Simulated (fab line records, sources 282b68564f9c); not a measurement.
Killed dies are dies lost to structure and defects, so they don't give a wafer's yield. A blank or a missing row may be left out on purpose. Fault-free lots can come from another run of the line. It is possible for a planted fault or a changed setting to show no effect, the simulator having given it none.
fab line records | flow ritCmos
[record] lots = 15 wafers = 45 lastDay = 7
route steps=202 shown GATE@95
lots that met no fault: from a run of the same line without faults
startH: the number of hours between the record's first day and the start of the first shown wafer of the lot | waitH: how many hours have passed since the lot's step before this one | " same as the row above | L1.1+2: one row covering several wafers at once | - no value, or no start was given | * or withheld: withheld | < > ~ a bound
route shown NAME@n: names a module that has steps shown in the file, with the first one's number in the route | usual: mean/standard deviation taken from wafers without a fault | same: alike in all rows | chamber/n: place in a boat | sites: the reading at each site | _std_site: the standard deviation of these | _edge_site: outer sites' mean less inner sites' | radiusMm: for every site, how far away it sits from the centre of the wafer | mask NAME#n: copy n | behind: the tool/chamber that last shaped the wafer | hold: reason for holding the lot/hours on hold/outcome of the hold | device: whichever transistor did not switch (one of n, p or np) | end of line: the route-end tests of the same wafers | step lacking rows: just its recipe | killed: dies lost to structure and defects at the first sort, not the wafer's yield | map: a wafer's dies, marking killed ones x, the rest . and places with no die _
set.NAME: the setting as run; set.NAME@STEP: as run at that earlier step | model.NAME: the simulator's own value behind a step, which no gauge read
the route's steps for a sample of lots (tables are steps, rows are wafers)
services: the hour from which a tool's chamber was out of use, counted from the record's first day as startH (under 0 if before that day), plus the number of hours and why
[[steps]]
[step RIT_GATE_ETCH_19]
[recipe] chemistry = SF6/CHF3/O2 timeS = 165 SF6_flow_sccm = 30 CHF3_flow_sccm = 30 O2_flow_sccm = 5 target = poly-Si pressureMtorr = 40 rfW = 160 targetDepthA = 3125 overEtchFrac = 0.25 stopOn = SiO2
[usual] CHF3_flow_sccm = 30.00/0.092 O2_flow_sccm = 5.001/0.015 drypumpMotorCurrentA = 5.7/0.36 oesProductAu = 0.841/0.01 throttleValvePct = 10.27/0.15
// columns lot.wafer tool chamber startH waitH CHF3_flow_sccm O2_flow_sccm drypumpMotorCurrentA oesProductAu rfHoursCounterH throttleValvePct
L705.2 rieSi-02 1 41.31 0.1 30.06 5.014 5.7 0.840 3 10.17
L705.3 " 2 " " 29.97 5.009 5.9 0.836 1 10.16
L705.4 " 3 " " 30.17 5.005 5.8 0.852 72 10.10
L707.1 rieSi-02 1 52.42 0.1 30.00 5.006 5.7 0.836 3 10.16
L707.2 " 0 " " 30.09 4.982 5.0 0.827 93 10.26
L707.6 " 0 " " 30.09 4.985 5.0 0.830 - 10.25
L708.1 rieSi-01 3 58.94 0.1 30.12 4.998 6.0 0.830 1 10.54
L708.4 " 0 " " 30.04 5.008 5.7 0.827 52 10.40
L708.5 " 0 " " 30.11 5.001 5.7 0.834 - 10.40
L709.1 rieSi-02 0 62.45 0.1 30.12 5.040 5.0 0.834 93 10.23
L709.3 " 1 " " 30.09 4.973 5.7 0.846 3 10.18
L709.4 " 3 " " 29.95 4.972 5.8 0.847 72 10.11
L710.1 rieSi-01 0 66.27 0.1 - - - - - -
L710.2 " 2 " " - - - - - -
L710.6 " 3 " " - - - - - -
L711.1 rieSi-02 1 72.55 0.1 - - - - - -
L711.3 " 2 " " - - - - - -
L711.4 " 0 " " - - - - - -
L712.1 rieSi-01 1 76.45 0.1 - - - - - -
L712.3 " 0 " " - - - - - -
L712.6 " 2 " " - - - - - -
L713.1 rieSi-02 2 83.01 0.1 29.83 4.993 5.9 0.831 2 10.16
L713.4 " 1 " " 29.98 4.997 5.7 0.843 3 10.19
L713.5 " 1 " " 29.88 4.994 5.7 0.837 - 10.16
L721.2 rieSi-02 1 121.89 0.1 29.97 5.013 5.7 0.849 4 10.17
L721.3 " 0 " " 29.94 5.006 5.0 0.839 93 10.25
L721.6 " 0 " " 30.01 4.974 5.0 0.844 - 10.25
L722.2 rieSi-01 2 126.90 0.1 30.04 5.009 5.4 0.880 0 10.13
L722.4 " 0 " " 30.00 4.987 5.7 0.840 53 10.41
L722.5 " 3 " " 29.99 4.985 6.0 0.852 - 10.56
L723.1 rieSi-02 2 131.87 0.1 30.03 5.007 6.0 0.849 2 10.18
L723.2 " 1 " " 30.06 4.991 5.7 0.844 4 10.19
L723.6 " 1 " " 30.02 5.015 5.7 0.842 - 10.18
L724.1 rieSi-01 2 139.05 0.1 30.01 5.007 5.4 0.874 0 10.14
L724.4 " 1 " " 30.00 5.013 6.3 0.846 6 10.26
L724.6 " 2 " " 30.02 5.000 5.4 0.864 - 10.14
L725.2 rieSi-02 1 142.41 0.1 30.06 5.025 5.7 0.840 4 10.17
L725.3 " 3 " " 30.18 4.980 5.8 0.852 73 10.12
L725.4 " 2 " " 29.99 5.016 5.9 0.835 2 10.18
L726.1 rieSi-01 0 148.94 0.1 30.05 5.018 5.7 0.836 53 10.43
L726.4 " 1 " " 30.08 4.998 6.3 0.846 7 10.28
L726.5 " 2 " " 29.98 5.003 5.4 0.872 - 10.15
L727.3 rieSi-02 2 154.98 0.1 30.17 4.998 5.9 0.832 2 10.18
L727.4 " 3 " " 30.23 4.988 5.9 0.844 73 10.11
L727.6 " 3 " " 30.30 5.003 5.8 0.842 - 10.09
[step RIT_GATE_CD_MEAS_90]
[recipe] targetCdNm = 150
[usual] cdNm = 150.2/2.4
// columns lot.wafer tool chamber startH waitH cdNm
L705.2 cdSem-02 - 41.61 0.1 151.4
L705.3 " - " " 153.0
L705.4 " - " " 152.3
L707.1 cdSem-02 - 52.70 0.1 149.9
L707.2 " - " " 148.9
L707.6 " - " " 148.9
L708.1 cdSem-01 - 59.22 0.1 151.2
L708.4 " - " " 149.6
L708.5 " - " " 150.3
L709.1 cdSem-02 - 62.73 0.1 151.2
L709.3 " - " " 149.6
L709.4 " - " " 147.8
L710.1 cdSem-01 - 66.55 0.1 -
L710.2 " - " " -
L710.6 " - " " -
L711.1 cdSem-02 - 72.84 0.1 -
L711.3 " - " " -
L711.4 " - " " -
L712.1 cdSem-01 - 76.73 0.1 -
L712.3 " - " " -
L712.6 " - " " -
L713.1 cdSem-02 - 83.29 0.1 151.4
L713.4 " - " " 152.5
L713.5 " - " " 149.1
L721.2 cdSem-02 - 122.20 0.1 149.3
L721.3 " - " " 147.8
L721.6 " - " " 148.4
L722.2 cdSem-01 - 127.21 0.1 149.4
L722.4 " - " " 150.3
L722.5 " - " " 152.9
L723.1 cdSem-01 - 132.15 0.1 148.7
L723.2 " - " " 148.9
L723.6 " - " " 151.1
L724.1 cdSem-01 - 139.33 0.1 149.3
L724.4 " - " " 150.9
L724.6 " - " " 155.1
L725.2 cdSem-01 - 142.71 0.1 148.1
L725.3 " - " " 149.6
L725.4 " - " " 148.3
L726.1 cdSem-01 - 149.23 0.1 148.6
L726.4 " - " " 150.1
L726.5 " - " " 149.0
L727.3 cdSem-02 - 155.30 0.1 143.7
L727.4 " - " " 144.6
L727.6 " - " " 144.4
[[services]]
// columns tool chamber startH hours kind
rieSi-01 1 44.13 4.1 repair
rieSi-02 - 56.12 0.7 repair
rieSi-02 - 84.38 14.6 pm
rieSi-01 2 98.30 - clean
rieSi-01 2 98.30 20.1 scheduledDown
rieSi-01 2 98.30 20.1 ventCycle
rieSi-01 - 121.14 1.0 repair
[[key]]
[firstSign] step = RIT_GATE_ETCH_19 reading = toolRecord direction = missing
[effect] step = RIT_GATE_CD_MEAS_90 reading = cdNm direction = missing
metAt RIT_GATE_ETCH_19
struckLots L710,L711,L712
laterRowsLeftOut L710.1,L710.2,L710.6,L711.1,L711.3,L711.4,L712.1,L712.3,L712.6
sortLeftOut L710.1,L710.2,L710.6,L711.1,L711.3,L711.4,L712.1,L712.3,L712.6
testerLeftOut L710,L711,L712
onsetBetween 62.45 66.27
[fault] kind = skippedStepWhole tool = rieSi-01,rieSi-02 chamber = - onsetH = 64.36 steps = RIT_GATE_ETCH_19 scope = struckLotsOnly
// testerLeftOut: of these lots the tester's yield and bins aren't shown, on N5 and GAA mostly nor the transistor test; their killed dies are dies lost to structure and defects alone, not to doping, threshold or leakage, so they don't give the yield
// sortLeftOut: the simulated sort isn't trusted on such a fault, so these wafers' sort isn't shown, and their yield isn't known
// laterRowsLeftOut: the simulator's readings of these wafers behind a module that went badly wrong aren't trusted and aren't shown, but for the sort
